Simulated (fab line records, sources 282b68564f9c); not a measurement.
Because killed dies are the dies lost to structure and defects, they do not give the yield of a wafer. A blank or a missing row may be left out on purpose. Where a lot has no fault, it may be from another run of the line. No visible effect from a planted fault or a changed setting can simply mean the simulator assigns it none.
Struck lot and sound lot, side by side	flow rit cmos	15 out of 202 route steps
Sound: wafers L207.1, L207.3, L207.4. Struck: wafers L216.3, L216.4, L216.5. Last of all comes the cause.
Per side, at each step with rows, come the tool, then ch with its chambers, and then its first start. Under that, the readings that differ: sound wafers	struck wafers	difference of the means	sigmas: that difference in standard deviations of wafers without a fault.
alike: same words and numbers on both sides, and readings whose means sit less than 2 such deviations apart. not compared: any withheld reading, any reading some wafer has no value for, any bound like >300 that may hide the same value, and any number with overlapping values for which the record gives no deviation.
Wherever a step has rows on one side only, a row that says differs or no value, or a row with sigmas, the two part there. Numbers that have no deviation but don't overlap get no sigmas and don't part them. Lack of a reading on every wafer of one side parts them only where that side has two or more wafers.

first, 1 step without rows for these wafers: RIT_PRETRO_DEVELOP_05 (develop time 68 s).
RIT_PRETRO_OVL_MEAS_06:
  sound on overlay-01 at day 2 14:11; struck on overlay-01 at day 4 09:30
  alike: PRETRO_OVL
then, 2 steps without rows for these wafers: RIT_PRETRO_HARDBAKE_07 (time 120 s); RIT_PRETRO_IMPLANT_08.
RIT_PRETRO_STRIP_09: strips in O2, time 180 s.
  sound on plasma asher-02 ch 0,1, day 2 14:38; struck on plasma asher-02 ch 0,1, day 4 09:59
  alike: drypump motor current A
  not compared: rf hours counter h
RIT_PRETRO_TW_MEAS_10:
  sound on film metro-04 at day 2 14:48; struck on film metro-04 at day 4 10:07
  alike: PRETRO_TW
then, 5 steps without rows for these wafers: RIT_GATE_WET_ETCH_00 (etches SiO2 in BOE, target depth 56 nm, time 60 s); RIT_GATE_CLEAN_01 (cleans in SC1, time 624.4 s); RIT_GATE_CLEAN_02 (cleans in dHF, time 30 s); RIT_GATE_CLEAN_03 (cleans in SC2, time 600 s); RIT_GATE_CLEAN_04 (cleans in dHF, time 60 s).
RIT_FOX2_THK_MEAS_91:
  sound on film metro-01 at day 2 15:17; struck on film metro-01 at day 4 10:38
  alike: FIELD_OXIDE_LEFT_2_THK
-- the record jumps here: 5 days lie between the struck wafers' starts before and after (it left off in module FOX2 and takes up again in module GATE, whose first step shown is number 75 of the route) --
RIT_GATE_OXIDATION_05: target thk 3 nm, ox time 270 s.
  sound on furnace-01 ch 0, day 2 16:04; struck on furnace-04 ch 0, day 9 11:23
  alike: tube center temp C
then, 1 step without rows for these wafers: RIT_GATE_ANNEAL_06 (time 600 s).
RIT_M1_PROBE_99:
  sound on prober-01 at day 3 20:11; struck on prober-01 at day 10 15:50
reading	sound	struck	difference	sigmas
model.etest.nmos_0p15.gate bv v (V)	4.709 4.815 4.755	4.492 4.496 4.512	-0.260	
model.etest.pmos_0p15.gate bv v (V)	4.58 4.69 4.628	4.388 4.376 4.388	-0.249	
model.etest.pmos_0p15.bv v (V)	5.589 5.647 5.635	5.411 5.407 5.428	-0.208	
model.etest.pmos_0p3.bv v (V)	5.587 5.647 5.633	5.41 5.407 5.427	-0.21	
model.etest.nmos_0p3.bv v (V)	5.404 5.465 5.412	5.306 5.314 5.305	-0.119	
model.etest.nmos_0p15.bv v (V)	5.404 5.465 5.412	5.306 5.314 5.305	-0.119	
  alike: killed_at_M0_to_M3, killed at contacts, killed at front end, killed dies, killed on rim, killed open, killed short

## WHERE THEY PART
Nowhere in this record.

WHY: what the simulator had put in
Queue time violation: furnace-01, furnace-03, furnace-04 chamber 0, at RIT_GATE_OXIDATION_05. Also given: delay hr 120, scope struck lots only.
